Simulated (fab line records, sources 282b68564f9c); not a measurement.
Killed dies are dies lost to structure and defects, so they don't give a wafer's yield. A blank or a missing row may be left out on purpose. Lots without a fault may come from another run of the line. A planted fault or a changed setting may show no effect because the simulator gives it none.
Which tool did it? | flow rit_cmos | 14 lots, 42 wafers sampled, at 4 steps of a route of 202

WHAT THE GAUGES READ, wafer by wafer
RIT_M1_CD_MEAS_90: target cd 2600 nm. Usual: cd_nm 2601 nm, standard deviation 3.1.
lot  | measured    | on        | cd_nm (nm)     | flag
L957 | day 3 10:23 | cd_sem-02 | 2596 2599 2595 |
L958 | day 3 16:10 | cd_sem-02 | 2603 2602 2604 |
L959 | day 3 19:57 | cd_sem-02 | 2608 2606 2607 |
L960 | day 4 04:31 | cd_sem-02 | 2599 2599 2602 |
L961 | day 4 09:19 | cd_sem-02 | 2598 2599 2600 |
L962 | day 4 13:07 | cd_sem-01 | 2605 2601 2597 |
L966 | day 5 10:39 | cd_sem-02 | 2598 2599 2598 |
L968 | day 5 17:30 | cd_sem-02 | 2600 2602 2600 |
L969 | day 5 21:31 | cd_sem-02 | 2604 2615 2606 |
L972 | day 6 13:22 | cd_sem-02 | 2610 2603 2610 |
L973 | day 6 20:51 | cd_sem-02 | 2599 2599 2599 |
L975 | day 7 06:11 | cd_sem-01 | 2597 2600 2598 |
L978 | day 7 19:19 | cd_sem-01 | 2606 2606 2606 |
L979 | day 8 03:04 | cd_sem-02 | 2602 2602 2603 |

WHICH TOOL RAN EACH LOT (tool, then ch and the chambers of the sampled wafers, then the start)
lot  | RIT_PLDD_STRIP_09                   | RIT_CONTACT_STRIP_12                | RIT_M1_METAL_ETCH_12
L957 | plasma_asher-03 ch 0,1, day 2 21:59 | plasma_asher-04 ch 0,1, day 3 07:19 | rie_metal-03 ch 0,1, day 3 09:51
L958 | plasma_asher-03 ch 0,1, day 3 04:35 | plasma_asher-04 ch 0,1, day 3 13:14 | rie_metal-02 ch 0,1, day 3 15:39
L959 | plasma_asher-03 ch 0,1, day 3 08:07 | plasma_asher-04 ch 0,1, day 3 16:49 | rie_metal-01 ch 1, day 3 19:14
L960 | plasma_asher-02 ch 0,1, day 3 14:57 | plasma_asher-01 ch 0,1, day 4 01:33 | rie_metal-03 ch 0,1, day 4 04:00
L961 | plasma_asher-03 ch 0,1, day 3 21:11 | plasma_asher-01 ch 0,1, day 4 06:16 | rie_metal-02 ch 0, day 4 08:48
L962 | plasma_asher-01 ch 0,1, day 4 00:53 | plasma_asher-04 ch 0,1, day 4 10:01 | rie_metal-01 ch 0,1, day 4 12:26
L966 | plasma_asher-01 ch 0,1, day 4 22:04 | plasma_asher-01 ch 0,1, day 5 07:38 | rie_metal-03 ch 0,1, day 5 10:10
L968 | plasma_asher-01 ch 0,1, day 5 05:34 | plasma_asher-04 ch 0,1, day 5 14:27 | rie_metal-01 ch 0,1, day 5 16:59
L969 | plasma_asher-02 ch 0,1, day 5 09:32 | plasma_asher-04 ch 0,1, day 5 18:34 | rie_metal-03 ch 0,1, day 5 20:59
L972 | plasma_asher-01 ch 0,1, day 6 01:21 | plasma_asher-04 ch 0,1, day 6 10:20 | rie_metal-03 ch 0,1, day 6 12:52
L973 | plasma_asher-02 ch 0,1, day 6 07:35 | plasma_asher-02 ch 0,1, day 6 17:17 | rie_metal-01 ch 0,1, day 6 20:21
L975 | plasma_asher-01 ch 0,1, day 6 17:39 | plasma_asher-01 ch 0,1, day 7 02:53 | rie_metal-01 ch 0,1, day 7 05:40
L978 | plasma_asher-03 ch 0,1, day 7 07:02 | plasma_asher-02 ch 0,1, day 7 16:22 | rie_metal-01 ch 0,1, day 7 18:48
L979 | plasma_asher-02 ch 0,1, day 7 15:13 | plasma_asher-04 ch 0,1, day 8 00:08 | rie_metal-02 ch 0,1, day 8 02:32
- RIT_PLDD_STRIP_09: strips in O2, time 180 s.
- RIT_CONTACT_STRIP_12: strips in O2, time 180 s.
- RIT_M1_METAL_ETCH_12: etches Al in Cl2/BCl3, stops on SiO2, time 165 s, target depth 600 nm.

WHAT THE TOOLS THEMSELVES READ (means of the sampled wafers that have a number; where no wafer has one, the mark that the record gives instead)
RIT_PLDD_STRIP_09. Usual: drypump_motor_current_A 5.9 A, standard deviation 0.41; o2_flow_sccm 4002 sccm, standard deviation 12; rf_refl_power_W 5.4 W, standard deviation 1.7.
lot  | tool            | drypump_motor_current_A (A) | o2_flow_sccm (sccm) | rf_refl_power_W (W) | flag
L957 | plasma_asher-03 | 5.5                         | 4010                | 4.3                 |
L958 | plasma_asher-03 | 5.6                         | 4002                | 5.0                 |
L959 | plasma_asher-03 | 5.5                         | 4006                | 4.4                 |
L960 | plasma_asher-02 | 6.6                         | 3993                | 7.4                 |
L961 | plasma_asher-03 | 5.6                         | 4016                | 4.8                 |
L962 | plasma_asher-01 | 5.9                         | 3998                | 4.8                 |
L966 | plasma_asher-01 | 5.7                         | 4004                | 5.5                 |
L968 | plasma_asher-01 | 5.9                         | 3989                | 4.4                 |
L969 | plasma_asher-02 | 6.6                         | 3991                | 7.4                 |
L972 | plasma_asher-01 | 5.9                         | 4005                | 4.7                 |
L973 | plasma_asher-02 | 6.5                         | 4000                | 7.4                 |
L975 | plasma_asher-01 | 5.9                         | 3999                | 4.8                 |
L978 | plasma_asher-03 | 5.6                         | 4001                | 4.7                 |
L979 | plasma_asher-02 | 6.3                         | 3996                | 6.1                 |

RIT_CONTACT_STRIP_12. Usual: drypump_motor_current_A 5.6 A, standard deviation 0.59; o2_flow_sccm 3999 sccm, standard deviation 12; rf_refl_power_W 6.3 W, standard deviation 1.6.
lot  | tool            | drypump_motor_current_A (A) | o2_flow_sccm (sccm) | rf_refl_power_W (W) | flag
L957 | plasma_asher-04 | 5.3                         | 4006                | 6.5                 |
L958 | plasma_asher-04 | 5.1                         | 4002                | 7.2                 |
L959 | plasma_asher-04 | 5.3                         | 4003                | 6.7                 |
L960 | plasma_asher-01 | 5.9                         | 4001                | 4.5                 |
L961 | plasma_asher-01 | 5.9                         | 3993                | 4.7                 |
L962 | plasma_asher-04 | 5.1                         | 4000                | 7.2                 |
L966 | plasma_asher-01 | 5.9                         | 3997                | 4.5                 |
L968 | plasma_asher-04 | 5.3                         | 4003                | 6.9                 |
L969 | plasma_asher-04 | 5.3                         | 3995                | 6.7                 |
L972 | plasma_asher-04 | 5.3                         | 4004                | 6.7                 |
L973 | plasma_asher-02 | 6.6                         | 4007                | 7.3                 |
L975 | plasma_asher-01 | 5.7                         | 3989                | 5.5                 |
L978 | plasma_asher-02 | 6.3                         | 3998                | 6.0                 |
L979 | plasma_asher-04 | 5.3                         | 4003                | 6.5                 |

RIT_M1_METAL_ETCH_12. Usual: drypump_motor_current_A 5.5 A, standard deviation 0.42; he_backside_leak_sccm 3.49 sccm, standard deviation 0.22; oes_product_au 0.770 a.u., standard deviation 0.0096; run_length_s 193.5 s, standard deviation 0.44; throttle_valve_pct 8.32 %, standard deviation 0.17.
lot  | tool         | drypump_motor_current_A (A) | he_backside_leak_sccm (sccm) | oes_product_au (a.u.) | run_length_s (s) | throttle_valve_pct (%) | flag
L957 | rie_metal-03 | 6.0                         | 3.51                         | 0.769                 | 193.4            | 8.38                   |
L958 | rie_metal-02 | 5.3                         | 3.50                         | 0.765                 | 193.1            | 8.43                   |
L959 | rie_metal-01 | 5.5                         | 3.76                         | 0.758                 | 193.6            | 8.42                   |
L960 | rie_metal-03 | 6.0                         | 3.56                         | 0.764                 | 193.6            | 8.38                   |
L961 | rie_metal-02 | 5.3                         | 3.43                         | 0.772                 | 193.2            | 8.58                   |
L962 | rie_metal-01 | 4.9                         | 3.38                         | 0.767                 | 193.7            | 8.21                   |
L966 | rie_metal-03 | 6.0                         | 3.49                         | 0.776                 | 193.6            | 8.37                   |
L968 | rie_metal-01 | 5.0                         | 3.25                         | 0.760                 | 194.1            | 8.19                   |
L969 | rie_metal-03 | 5.9                         | 3.63                         | 0.846                 | 171.2            | 8.28                   | OFF
L972 | rie_metal-03 | 6.0                         | 3.64                         | 0.919                 | 149.7            | 8.35                   | OFF
L973 | rie_metal-01 | 5.0                         | 3.23                         | 0.772                 | 193.8            | 8.21                   |
L975 | rie_metal-01 | 5.0                         | 3.38                         | 0.772                 | 193.8            | 8.19                   |
L978 | rie_metal-01 | 5.2                         | 3.38                         | 0.765                 | 193.7            | 8.32                   |
L979 | rie_metal-02 | 5.3                         | 3.51                         | 0.782                 | 193.4            | 8.30                   |

THE ANSWER, worked out from the rows above alone
Rule: a lot is off if the mean of its wafers that have a number lies more than 3 standard deviations from the usual mean. A lot without any number at a reading at which 4 lots or more have one is off too. The other lots that the step has rows for count as sound. The gauges are gone through in route order, then the tools' own readings, and for those a lot's mean is taken as printed above. The first step at which some lot is off is used, and at that step the reading that is off furthest; a lot without a number counts as furthest.
Off: L969, L972, at RIT_M1_METAL_ETCH_12 (run_length_s).
A tool fits if, at that step or a process step before it, it ran every lot that is off, and no sound lot after the first of them. One fits: rie_metal-03 at RIT_M1_METAL_ETCH_12. Its last sound lot is L966 (day 5 10:10), its first lot that is off L969 (day 5 20:59): a fault that began between those two fits.
The tool's own readings at RIT_M1_METAL_ETCH_12 bear it out: on the lots that are off they differ by more than 5 times the standard deviation of the sound lots' means. oes_product_au reads 0.883 a.u. there against 0.768 a.u. on the sound lots; run_length_s reads 160.4 s there against 193.6 s on the sound lots.

WHAT THE SIMULATOR HAD PUT IN
Process parameter drift: rie_metal-03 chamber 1, from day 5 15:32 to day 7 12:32, at RIT_M1_METAL_ETCH_12. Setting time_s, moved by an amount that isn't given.
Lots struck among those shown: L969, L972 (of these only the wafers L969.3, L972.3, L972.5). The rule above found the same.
